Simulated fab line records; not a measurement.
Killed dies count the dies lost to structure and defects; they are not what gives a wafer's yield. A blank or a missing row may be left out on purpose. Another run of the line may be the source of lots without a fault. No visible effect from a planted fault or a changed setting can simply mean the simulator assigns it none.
Split-lot study || flow rit-cmos || 23 wafers read across 5 lots, on a route 202 steps long

## ON THE SPLIT
At RIT_NSD_IMPLANT_08, the setting energy-kev was moved away from the recipe's 25 on 6 of the 23 wafers read, by -4.8% to +3.4%. For the rest of the wafers, this setting stayed at what the recipe calls for.

The split's own step is where the reading is taken.

## THE READING
In nm, at RIT_NSD_IMPLANT_08: implant.drp-nm, which is the simulator's own figure and was read by no gauge. The file does not state a usual value for it.

{"wafer": "L074.2", "tool, chamber at the split": "implanter-03, 0", "energy-kev as run": 25, "against the recipe": "recipe", "implant.drp-nm, nm": 14.84, "against lot-mates on the recipe": "-"}
{"wafer": "L074.3", "tool, chamber at the split": "implanter-03, 0", "energy-kev as run": 25, "against the recipe": "recipe", "implant.drp-nm, nm": 14.84, "against lot-mates on the recipe": "-"}
{"wafer": "L074.6", "tool, chamber at the split": "implanter-03, 0", "energy-kev as run": 25, "against the recipe": "recipe", "implant.drp-nm, nm": 14.84, "against lot-mates on the recipe": "-"}
{"wafer": "L074.4", "tool, chamber at the split": "implanter-03, 0", "energy-kev as run": 24.33, "against the recipe": "-2.7%", "implant.drp-nm, nm": 14.6, "against lot-mates on the recipe": -0.24}
{"wafer": "L074.5", "tool, chamber at the split": "implanter-03, 0", "energy-kev as run": 24.33, "against the recipe": "-2.7%", "implant.drp-nm, nm": 14.6, "against lot-mates on the recipe": -0.24}
{"wafer": "L076.1", "tool, chamber at the split": "implanter-04, 0", "energy-kev as run": 25, "against the recipe": "recipe", "implant.drp-nm, nm": 14.84, "against lot-mates on the recipe": "-"}
{"wafer": "L076.4", "tool, chamber at the split": "implanter-04, 0", "energy-kev as run": 25, "against the recipe": "recipe", "implant.drp-nm, nm": 14.84, "against lot-mates on the recipe": "-"}
{"wafer": "L076.5", "tool, chamber at the split": "implanter-04, 0", "energy-kev as run": 25, "against the recipe": "recipe", "implant.drp-nm, nm": 14.84, "against lot-mates on the recipe": "-"}
{"wafer": "L076.2", "tool, chamber at the split": "implanter-04, 0", "energy-kev as run": 25.84, "against the recipe": "+3.4%", "implant.drp-nm, nm": 15.14, "against lot-mates on the recipe": "+0.30"}
{"wafer": "L076.3", "tool, chamber at the split": "implanter-04, 0", "energy-kev as run": 25.84, "against the recipe": "+3.4%", "implant.drp-nm, nm": 15.14, "against lot-mates on the recipe": "+0.30"}
{"wafer": "L078.1", "tool, chamber at the split": "implanter-01, 0", "energy-kev as run": 25, "against the recipe": "recipe", "implant.drp-nm, nm": 14.84, "against lot-mates on the recipe": "-"}
{"wafer": "L078.4", "tool, chamber at the split": "implanter-01, 0", "energy-kev as run": 25, "against the recipe": "recipe", "implant.drp-nm, nm": 14.84, "against lot-mates on the recipe": "-"}
{"wafer": "L078.5", "tool, chamber at the split": "implanter-01, 0", "energy-kev as run": 25, "against the recipe": "recipe", "implant.drp-nm, nm": 14.84, "against lot-mates on the recipe": "-"}
{"wafer": "L078.2", "tool, chamber at the split": "implanter-01, 0", "energy-kev as run": 23.81, "against the recipe": "-4.8%", "implant.drp-nm, nm": 14.41, "against lot-mates on the recipe": -0.43}
{"wafer": "L078.3", "tool, chamber at the split": "implanter-01, 0", "energy-kev as run": 23.81, "against the recipe": "-4.8%", "implant.drp-nm, nm": 14.41, "against lot-mates on the recipe": -0.43}
{"wafer": "L084.1", "tool, chamber at the split": "implanter-04, 0", "energy-kev as run": 25, "against the recipe": "recipe", "implant.drp-nm, nm": 14.84, "against lot-mates on the recipe": "-"}
{"wafer": "L084.2", "tool, chamber at the split": "implanter-04, 0", "energy-kev as run": 25, "against the recipe": "recipe", "implant.drp-nm, nm": 14.84, "against lot-mates on the recipe": "-"}
{"wafer": "L084.3", "tool, chamber at the split": "implanter-04, 0", "energy-kev as run": 25, "against the recipe": "recipe", "implant.drp-nm, nm": 14.84, "against lot-mates on the recipe": "-"}
{"wafer": "L084.4", "tool, chamber at the split": "implanter-04, 0", "energy-kev as run": 25, "against the recipe": "recipe", "implant.drp-nm, nm": 14.84, "against lot-mates on the recipe": "-"}
{"wafer": "L084.5", "tool, chamber at the split": "implanter-04, 0", "energy-kev as run": 25, "against the recipe": "recipe", "implant.drp-nm, nm": 14.84, "against lot-mates on the recipe": "-"}
{"wafer": "L085.1", "tool, chamber at the split": "implanter-03, 0", "energy-kev as run": 25, "against the recipe": "recipe", "implant.drp-nm, nm": 14.84, "against lot-mates on the recipe": "-"}
{"wafer": "L085.2", "tool, chamber at the split": "implanter-03, 0", "energy-kev as run": 25, "against the recipe": "recipe", "implant.drp-nm, nm": 14.84, "against lot-mates on the recipe": "-"}
{"wafer": "L085.3", "tool, chamber at the split": "implanter-03, 0", "energy-kev as run": 25, "against the recipe": "recipe", "implant.drp-nm, nm": 14.84, "against lot-mates on the recipe": "-"}

THE FIT
A straight line over all 23 wafers: implant.drp-nm changes by +0.0899 nm for each +1% of energy-kev; r = +1.00; the points scatter about the line by 0.0009 nm.
The same after taking each lot's own level away (the mean of its wafers on the recipe; 23 wafers): +0.0899 nm for each +1%; r = +1.00; scatter 0.0009 nm.
The reading moves by 0.43 nm for the largest change in energy-kev, on that fit.
The lots' own levels span 14.840 to 14.840 nm.
Consequently the slope shifts little with the lot-to-lot level, the two slopes agreeing.
Check: -0.427 nm against its lot-mates is what the line predicts for one of the wafers moved furthest among these (-4.8%) when that wafer is left out of the fit. Against them it came out at -0.43 nm.

## FURTHER SPLITS ON THESE WAFERS
Note: prior to the reading, these wafers also went through further splits. Each is held against what the fit with the lots' levels taken away leaves over:
{"other split on the same wafers": "RIT_NSD_SOFTBAKE_02 temp-c", "wafers away from the commonest value": 10, "r with implant.drp-nm (lot level and that fit taken away)": "+0.05"}

## THE WHOLE CHAIN: every reading that the file lists as answering this split, in the file's order
{"step": "RIT_NSD_IMPLANT_08", "what it does": "", "reading": "implant.rp-nm (the simulator's own value, which no gauge read)", "change (the file's fit)": "+0.221 nm for each +1% of the setting", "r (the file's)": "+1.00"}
{"step": "RIT_NSD_IMPLANT_08", "what it does": "", "reading": "implant.drp-nm (the simulator's own value, which no gauge read)", "change (the file's fit)": "+0.0899 nm for each +1% of the setting", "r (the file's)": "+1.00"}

## FILE'S OWN FIT
implant.drp-nm changes by +0.0899 nm for each +1% of energy-kev, r = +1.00.
